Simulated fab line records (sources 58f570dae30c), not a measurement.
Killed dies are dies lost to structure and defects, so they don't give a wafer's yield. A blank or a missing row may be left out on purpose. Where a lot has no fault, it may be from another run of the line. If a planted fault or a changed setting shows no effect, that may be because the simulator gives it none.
Which tool did it? | flow berkeley_cmos170 | 7 lots with 21 wafers sampled at 2 steps, on a route of 331 steps

WHAT EACH GAUGE READ, for each wafer
UCB170_M1_CD_MEAS_09: target cd 700 nm.
lot  | measured     | on        | cd_nm (nm)
L907 | day 7 22:31  | cd_sem-02 | 698.6 698.9 699.5
L909 | day 8 00:15  | cd_sem-02 | 701.1 702.4 700.2
L912 | day 9 03:23  | cd_sem-02 | 701.4 698.7 699.6
L916 | day 10 04:47 | cd_sem-01 | 698.0 700.1 699.9
L920 | day 10 17:01 | cd_sem-01 | 719.2 719.0 721.4
L927 | day 11 15:50 | cd_sem-01 | 699.1 699.3 700.6
L925 | day 11 16:04 | cd_sem-02 | 698.7 698.6 700.8

WHICH TOOL RAN EACH LOT (tool, then ch and the chambers of the sampled wafers, then the start)
lot  | UCB170_M1_PEB_07
L907 | litho_track-03 ch 0, day 7 22:08
L909 | litho_track-04 ch 0, day 7 23:59
L912 | litho_track-01 ch 0, day 9 03:07
L916 | litho_track-01 ch 0, day 10 04:31
L920 | litho_track-03 ch 0, day 10 16:00
L927 | litho_track-04 ch 0, day 11 15:34
L925 | litho_track-04 ch 0, day 11 15:47
- UCB170_M1_PEB_07

THE ANSWER, worked out from the rows above alone
Rule: the lots themselves supply what counts as usual. The widest of any qualifying gaps counts: lots, ordered by their means at a reading, are off when they make up no more than a third of the lots, leave a main group of 4 or more, and stand apart from it by 3 or more times the standard deviation of that group's means. A main group is skipped when, at the precision printed for the reading in the tables above, its means are all equal. Also off: a lot with no number at a reading for which 4 or more lots have one. The other lots that the step has rows for count as sound.
Off at UCB170_M1_CD_MEAS_09 (cd_nm): L920. The main group has a mean of 699.8 nm with a standard deviation of 0.72.
A tool fits if, at a process step before that reading, it ran every lot that is off, and no sound lot after the first of them. Gauges at UCB170_M1_CD_MEAS_09: tried the same way as those tools. One fits: UCB170_M1_PEB_07 on litho_track-03. Its last sound lot is L907 (day 7 22:08), its first lot that is off L920 (day 10 16:00): a fault that began between those two fits.

WHAT WAS PUT IN BY THE SIMULATOR
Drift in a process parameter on litho_track-03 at UCB170_M1_PEB_07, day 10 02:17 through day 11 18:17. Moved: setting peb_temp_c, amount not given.
Shown lots that were struck: L920. This agrees with what the rule above found.
